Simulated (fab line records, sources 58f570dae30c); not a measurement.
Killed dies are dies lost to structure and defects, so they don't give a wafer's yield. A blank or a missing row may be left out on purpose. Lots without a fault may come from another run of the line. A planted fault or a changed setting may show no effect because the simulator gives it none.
A struck lot beside a sound one | flow berkeley_cmos170 | 13 steps out of a route of 331
Sound: wafers L905.1, L905.3, L905.6. Struck: wafers L914.2, L914.4, L914.5. The cause comes at the end.
At each step with rows: each side's tool, then ch and its chambers, then its first start. Under that, the readings that differ: sound wafers | struck wafers | difference of the means | sigmas: that difference in standard deviations of wafers without a fault.
alike: readings whose means differ by less than 2 such deviations, and words and numbers that are the same on both sides. not compared: withheld readings, readings that some wafer has no value for, bounds like >300 that may hide the same value, and numbers for which the record gives no deviation and whose values overlap.
The two part at a step that has a row with sigmas, a row that says differs or no value, or rows on one side only. Numbers that don't overlap but have no deviation are shown without sigmas and don't part them. A reading that every wafer of one side lacks parts them only if that side has two wafers or more.

first, 2 steps without rows for these wafers: UCB170_NLDD_PEB_04; UCB170_NLDD_DEVELOP_05 (develop time 45 s).
UCB170_NLDD_CD_MEAS_06: target cd 1200 nm.
  sound on cd_sem-02, day 8 06:15; struck on cd_sem-01, day 10 15:02
  alike: cd_nm
UCB170_NLDD_OVL_MEAS_07:
  sound on overlay-02, day 8 06:22; struck on overlay-02, day 10 15:08
  alike: NLDD_OVL
then, 2 steps without rows for these wafers: UCB170_NLDD_IMPLANT_08; UCB170_NLDD_IMPLANT_09.
UCB170_NLDD_STRIP_10: strips in O2.
  sound on plasma_asher-01 ch 1, day 8 06:42; struck on plasma_asher-02 ch 0,1, day 10 15:28
  reading                      | sound             | struck            | difference | sigmas
  drypump_motor_current_A (A)  | 5.2 5.2 5.2       | 6.1 6.7 6.1       | +1.1       | +2
  strip_time_to_endpoint_s (s) | 21.48 21.55 21.49 | 21.63 21.67 21.66 | +0.15      | +3
  alike: oes_product_au
  not compared: rf_hours_counter_h
UCB170_NLDD_TW_MEAS_11:
  sound on film_metro-02, day 8 06:48; struck on film_metro-03, day 10 15:35
  alike: NLDD_TW
then, 1 step without rows for these wafers: UCB170_NLDD_CLEAN_12 (cleans in SPM, time 600 s).
UCB170_SPACER_CVD_00: deposits SiO2 from TEOS/O2, target thk 376 nm, time 47 s.
  sound on pecvd-01 ch 0,1, day 8 07:06; struck on pecvd-01 ch 0,1,2, day 10 16:02
  alike: heater_power_w
UCB170_SPACER_THK_MEAS_01:
  sound on film_metro-01, day 8 07:08; struck on film_metro-04, day 10 16:05
  alike: SPACER_TEOS_THK
then, 1 step without rows for these wafers: UCB170_SPACER_ANNEAL_02 (time 1800 s).
UCB170_SPACER_ETCHBACK_03: etches SiO2 in CHF3/CF4/Ar, stops on Si, target depth 376 nm, time 100 s.
  sound on rie_diel-03 ch 0,3, day 8 14:30; struck on rie_diel-04 ch 1,3, day 10 22:49
  reading                  | sound             | struck            | difference | sigmas
  oes_product_au (a.u.)    | 0.901 0.893 0.915 | 0.976 0.978 0.996 | +0.080     | +5
  run_length_s (s)         | 128.4 128.2 128.9 | 111.6 110.9 111.9 | -17.0      | -32
  throttle_valve_pct (%)   | 6.51 6.62 6.60    | 6.30 6.48 6.28    | -0.22      | -2
  model.etch.depth_nm (nm) | 373.6 370.7 375.6 | 347.7 352.4 354.2 | -21.9      |
  alike: CHF3_flow_sccm, drypump_motor_current_A
  not compared: rf_hours_counter_h

WHERE THEY PART
First at UCB170_NLDD_STRIP_10; last, within this record, at UCB170_SPACER_ETCHBACK_03.

WHY: what the simulator had put in
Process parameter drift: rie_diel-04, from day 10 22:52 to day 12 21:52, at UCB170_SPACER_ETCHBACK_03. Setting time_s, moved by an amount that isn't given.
